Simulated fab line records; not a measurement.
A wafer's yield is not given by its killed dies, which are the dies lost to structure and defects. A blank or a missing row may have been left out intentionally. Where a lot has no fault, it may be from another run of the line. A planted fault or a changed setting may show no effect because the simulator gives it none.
Which tool was responsible? + flow berkeleyCmos170 + 42 wafers from 14 lots sampled at 6 of the route's 331 steps

== WHAT THE GAUGES READ, wafer by wafer ==
UCB170_SDANNEAL_RS_MEAS_03: a four-point-probe measurement.
| lot  | measured     | on           | NSD_RS (ohm/sq)   |
|------|--------------|--------------|-------------------|
| L102 | day 8 06:47  | filmMetro-01 | 37.20 37.17 37.21 |
| L101 | day 8 07:27  | filmMetro-03 | 37.38 37.36 37.39 |
| L105 | day 8 20:05  | filmMetro-02 | 37.12 37.32 37.28 |
| L103 | day 8 19:14  | filmMetro-02 | 37.27 37.25 37.31 |
| L104 | day 8 20:31  | filmMetro-03 | 37.32 37.16 37.21 |
| L106 | day 9 09:18  | filmMetro-02 | 37.41 37.35 37.53 |
| L110 | day 9 19:56  | filmMetro-02 | 37.28 37.33 37.32 |
| L109 | day 9 20:26  | filmMetro-03 | 37.37 37.39 37.35 |
| L113 | day 10 12:11 | filmMetro-01 | 35.64 35.51 35.60 |
| L112 | day 10 12:57 | filmMetro-01 | 35.46 35.42 35.54 |
| L111 | day 10 12:14 | filmMetro-02 | 37.34 37.49 37.37 |
| L116 | day 11 03:42 | filmMetro-01 | 37.33 37.34 37.37 |
| L121 | day 12 09:38 | filmMetro-01 | 37.30 37.24 37.25 |
| L122 | day 12 08:47 | filmMetro-02 | 37.25 37.27 37.30 |

UCB170_CONTACT_THK_MEAS_02.
| lot  | measured     | on           | CONTACT_PSG_THK (nm) |
|------|--------------|--------------|----------------------|
| L102 | day 8 09:30  | filmMetro-04 | 702 702 695          |
| L101 | day 8 10:08  | filmMetro-04 | 696 700 697          |
| L105 | day 9 00:38  | filmMetro-04 | 696 693 692          |
| L103 | day 8 21:56  | filmMetro-03 | 699 698 699          |
| L104 | day 9 00:37  | filmMetro-02 | 684 685 686          |
| L106 | day 9 11:59  | filmMetro-04 | 703 690 701          |
| L110 | day 9 22:38  | filmMetro-02 | 698 701 698          |
| L109 | day 10 00:06 | filmMetro-04 | 688 692 695          |
| L113 | day 10 14:52 | filmMetro-03 | 701 702 693          |
| L112 | day 10 16:40 | filmMetro-04 | 698 699 698          |
| L111 | day 10 15:04 | filmMetro-03 | 687 689 691          |
| L116 | day 11 06:45 | filmMetro-02 | 688 685 693          |
| L121 | day 12 12:29 | filmMetro-04 | 702 704 706          |
| L122 | day 12 11:31 | filmMetro-02 | 691 695 693          |

== EACH LOT AND THE TOOL THAT RAN IT (in order: tool; ch and the chambers of the sampled wafers; start) ==
| lot  | UCB170_GATE_STRIP_16                | UCB170_NSD_IMPLANT_08           | UCB170_NSD_STRIP_09                 | UCB170_SDANNEAL_RTA_00          |
|------|-------------------------------------|---------------------------------|-------------------------------------|---------------------------------|
| L102 | plasmaAsher-03 ch 1, day 7 12:37    | implanter-01 ch 0, day 8 05:19  | plasmaAsher-02 ch 0,1, day 8 05:28  | rtpAnneal-02 ch 0, day 8 06:33  |
| L101 | plasmaAsher-02 ch 0,1, day 7 12:52  | implanter-03 ch 0, day 8 05:38  | plasmaAsher-03 ch 0,1, day 8 05:46  | rtpAnneal-01 ch 0, day 8 07:12  |
| L105 | plasmaAsher-03 ch 0,1, day 8 02:13  | implanter-03 ch 0, day 8 18:05  | plasmaAsher-03 ch 0,1, day 8 18:13  | rtpAnneal-01 ch 0, day 8 19:47  |
| L103 | plasmaAsher-01 ch 0,1, day 8 02:44  | implanter-01 ch 0, day 8 17:40  | plasmaAsher-02 ch 0,1, day 8 17:47  | rtpAnneal-02 ch 0, day 8 18:58  |
| L104 | plasmaAsher-02 ch 0,1, day 8 02:52  | implanter-01 ch 0, day 8 18:37  | plasmaAsher-01 ch 0,1, day 8 18:46  | rtpAnneal-01 ch 0, day 8 20:17  |
| L106 | plasmaAsher-01 ch 0,1, day 8 18:00  | implanter-01 ch 0, day 9 07:32  | plasmaAsher-02 ch 0,1, day 9 07:41  | rtpAnneal-02 ch 0, day 9 09:04  |
| L110 | plasmaAsher-01 ch 0,1, day 9 04:10  | implanter-01 ch 0, day 9 18:29  | plasmaAsher-03 ch 0,1, day 9 18:38  | rtpAnneal-01 ch 0, day 9 19:41  |
| L109 | plasmaAsher-02 ch 0,1, day 9 04:35  | implanter-02 ch 0, day 9 18:55  | plasmaAsher-01 ch 0, day 9 19:02    | rtpAnneal-01 ch 0, day 9 20:11  |
| L113 | plasmaAsher-01 ch 0,1, day 9 21:19  | implanter-01 ch 0, day 10 09:52 | plasmaAsher-02 ch 0,1, day 10 10:01 | rtpAnneal-02 ch 0, day 10 11:49 |
| L112 | plasmaAsher-02 ch 0,1, day 9 21:28  | implanter-01 ch 0, day 10 11:12 | plasmaAsher-01 ch 0,1, day 10 11:20 | rtpAnneal-02 ch 0, day 10 12:33 |
| L111 | plasmaAsher-03 ch 0,1, day 9 21:42  | implanter-02 ch 0, day 10 10:30 | plasmaAsher-02 ch 0,1, day 10 10:39 | rtpAnneal-01 ch 0, day 10 11:59 |
| L116 | plasmaAsher-01 ch 0,1, day 10 11:54 | implanter-02 ch 0, day 11 02:07 | plasmaAsher-02 ch 0,1, day 11 02:16 | rtpAnneal-02 ch 0, day 11 03:27 |
| L121 | plasmaAsher-01 ch 0,1, day 11 15:50 | implanter-03 ch 0, day 12 07:10 | plasmaAsher-01 ch 0,1, day 12 07:17 | rtpAnneal-02 ch 0, day 12 09:23 |
| L122 | plasmaAsher-02 ch 0, day 11 16:07   | implanter-03 ch 0, day 12 06:26 | plasmaAsher-02 ch 0,1, day 12 06:35 | rtpAnneal-02 ch 0, day 12 08:32 |
- UCB170_GATE_STRIP_16: strips in O2.
- UCB170_NSD_IMPLANT_08
- UCB170_NSD_STRIP_09: strips in O2.
- UCB170_SDANNEAL_RTA_00: time 10 s.

== WHAT THE TOOLS THEMSELVES READ (means of the sampled wafers that have a number; where no wafer has one, the mark that the record gives instead) ==
UCB170_GATE_STRIP_16.
| lot  | tool           | drypumpMotorCurrentA (A) | oesProductAu (a.u.) |
|------|----------------|--------------------------|---------------------|
| L102 | plasmaAsher-03 | 6.8                      | 0.725               |
| L101 | plasmaAsher-02 | 6.2                      | 0.724               |
| L105 | plasmaAsher-03 | 6.2                      | 0.725               |
| L103 | plasmaAsher-01 | 6.0                      | 0.721               |
| L104 | plasmaAsher-02 | 6.2                      | 0.724               |
| L106 | plasmaAsher-01 | 6.0                      | 0.719               |
| L110 | plasmaAsher-01 | 5.9                      | 0.722               |
| L109 | plasmaAsher-02 | 6.2                      | 0.725               |
| L113 | plasmaAsher-01 | 5.8                      | 0.723               |
| L112 | plasmaAsher-02 | 6.2                      | 0.723               |
| L111 | plasmaAsher-03 | 6.4                      | 0.722               |
| L116 | plasmaAsher-01 | 5.8                      | 0.726               |
| L121 | plasmaAsher-01 | 6.0                      | 0.722               |
| L122 | plasmaAsher-02 | 6.1                      | 0.718               |

UCB170_NSD_IMPLANT_08.
| lot  | tool         | doseIonsCm2 | faradayCurrentUA | tiltDeg (degrees) |
|------|--------------|-------------|------------------|-------------------|
| L102 | implanter-01 | 3.001e+15   | 9381             | 6.979             |
| L101 | implanter-03 | 3.002e+15   | 9195             | 7.000             |
| L105 | implanter-03 | 3.003e+15   | 9324             | 6.986             |
| L103 | implanter-01 | 3.004e+15   | 9369             | 7.000             |
| L104 | implanter-01 | 2.998e+15   | 9117             | 6.996             |
| L106 | implanter-01 | 3.002e+15   | 9045             | 6.986             |
| L110 | implanter-01 | 2.994e+15   | 9108             | 7.010             |
| L109 | implanter-02 | 3.005e+15   | 9246             | 6.966             |
| L113 | implanter-01 | 3.362e+15   | 10171            | 6.988             |
| L112 | implanter-01 | 3.365e+15   | 10437            | 6.997             |
| L111 | implanter-02 | 2.993e+15   | 9306             | 7.006             |
| L116 | implanter-02 | 3.002e+15   | 9313             | 6.976             |
| L121 | implanter-03 | 2.997e+15   | 9256             | 7.015             |
| L122 | implanter-03 | 3.001e+15   | 9307             | 6.997             |

UCB170_NSD_STRIP_09.
| lot  | tool           | drypumpMotorCurrentA (A) | oesProductAu (a.u.) | stripTimeToEndpointS (s) |
|------|----------------|--------------------------|---------------------|--------------------------|
| L102 | plasmaAsher-02 | 6.2                      | 0.533               | 35.89                    |
| L101 | plasmaAsher-03 | 6.5                      | 0.538               | 35.78                    |
| L105 | plasmaAsher-03 | 6.2                      | 0.536               | 35.88                    |
| L103 | plasmaAsher-02 | 6.2                      | 0.534               | 35.78                    |
| L104 | plasmaAsher-01 | 5.9                      | 0.535               | 35.85                    |
| L106 | plasmaAsher-02 | 6.2                      | 0.538               | 35.75                    |
| L110 | plasmaAsher-03 | 6.2                      | 0.531               | 35.90                    |
| L109 | plasmaAsher-01 | 6.3                      | 0.528               | 35.80                    |
| L113 | plasmaAsher-02 | 6.2                      | 0.523               | 36.83                    |
| L112 | plasmaAsher-01 | 6.0                      | 0.528               | 37.00                    |
| L111 | plasmaAsher-02 | 6.2                      | 0.534               | 35.70                    |
| L116 | plasmaAsher-02 | 6.2                      | 0.535               | 35.78                    |
| L121 | plasmaAsher-01 | 6.0                      | 0.535               | 35.88                    |
| L122 | plasmaAsher-02 | 6.2                      | 0.529               | 35.88                    |

UCB170_SDANNEAL_RTA_00.
| lot  | tool         | annealTempCMax | lampPowerPct (%) | wafer_temp_C_max |
|------|--------------|----------------|------------------|------------------|
| L102 | rtpAnneal-02 | 907.8          | 25.9             | 904.6            |
| L101 | rtpAnneal-01 | 903.6          | 24.7             | 904.4            |
| L105 | rtpAnneal-01 | 903.2          | 24.7             | 905.3            |
| L103 | rtpAnneal-02 | 908.3          | 25.9             | 903.7            |
| L104 | rtpAnneal-01 | 904.3          | 24.7             | 905.3            |
| L106 | rtpAnneal-02 | 908.2          | 25.9             | 903.9            |
| L110 | rtpAnneal-01 | 903.1          | 24.7             | 904.8            |
| L109 | rtpAnneal-01 | 904.2          | 24.7             | 905.6            |
| L113 | rtpAnneal-02 | 907.1          | 25.9             | 904.3            |
| L112 | rtpAnneal-02 | 908.7          | 25.9             | 904.3            |
| L111 | rtpAnneal-01 | 903.2          | 24.7             | 904.2            |
| L116 | rtpAnneal-02 | 908.7          | 25.9             | 904.1            |
| L121 | rtpAnneal-02 | 907.4          | 25.9             | 904.3            |
| L122 | rtpAnneal-02 | 907.7          | 25.9             | 903.7            |

== THE ANSWER, worked out from the rows above alone ==
Rule: the usual values come from the lots themselves. Put in order of their means at a reading, lots are off if they are a third of the lots or fewer, leave a main group of 4 or more, and stand apart from it by a gap of 3 or more times the standard deviation of the main group's means; of several such gaps the widest counts. A main group whose means are all the same, to the digits that the tables above print for the reading, isn't used. Also off: a lot with no number at a reading for which 4 or more lots have one. The other lots that the step has rows for count as sound. The gauges are gone through in route order, then the tools' own readings, and for those a lot's mean is taken as printed above. The first step at which some lot is off is used, and at that step the reading that is off furthest; a lot without a number counts as furthest.
Off: L113, L112, seen at UCB170_SDANNEAL_RS_MEAS_03 (NSD_RS). For the main group the mean is 37.31 ohm/sq and the standard deviation 0.072.
If a tool, at a process step before that reading, ran all the lots that are off and no sound lot after the first of them, it fits. The gauges at UCB170_SDANNEAL_RS_MEAS_03 aren't tried: what is off there is off at UCB170_NSD_IMPLANT_08 too, on other tools, and a gauge's error can't cause that. One fits: UCB170_NSD_IMPLANT_08 on implanter-01. A fault onset in the window from L110 (day 9 18:29, its last sound lot) to L113 (day 10 09:52, its first lot off) fits.
The tool's own readings at UCB170_NSD_IMPLANT_08 bear it out: on the lots that are off they differ by more than 5 times the standard deviation of the sound lots' means. doseIonsCm2 reads 3.364e+15 there against 3.000e+15 on the sound lots; faradayCurrentUA reads 10304 there against 9247 on the sound lots.

== WHAT HAD BEEN PUT IN BY THE SIMULATOR ==
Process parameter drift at UCB170_NSD_IMPLANT_08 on implanter-01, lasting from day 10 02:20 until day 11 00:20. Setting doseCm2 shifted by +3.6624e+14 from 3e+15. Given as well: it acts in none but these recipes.
Lots struck among those shown: L113, L112. This agrees with what the rule above found.
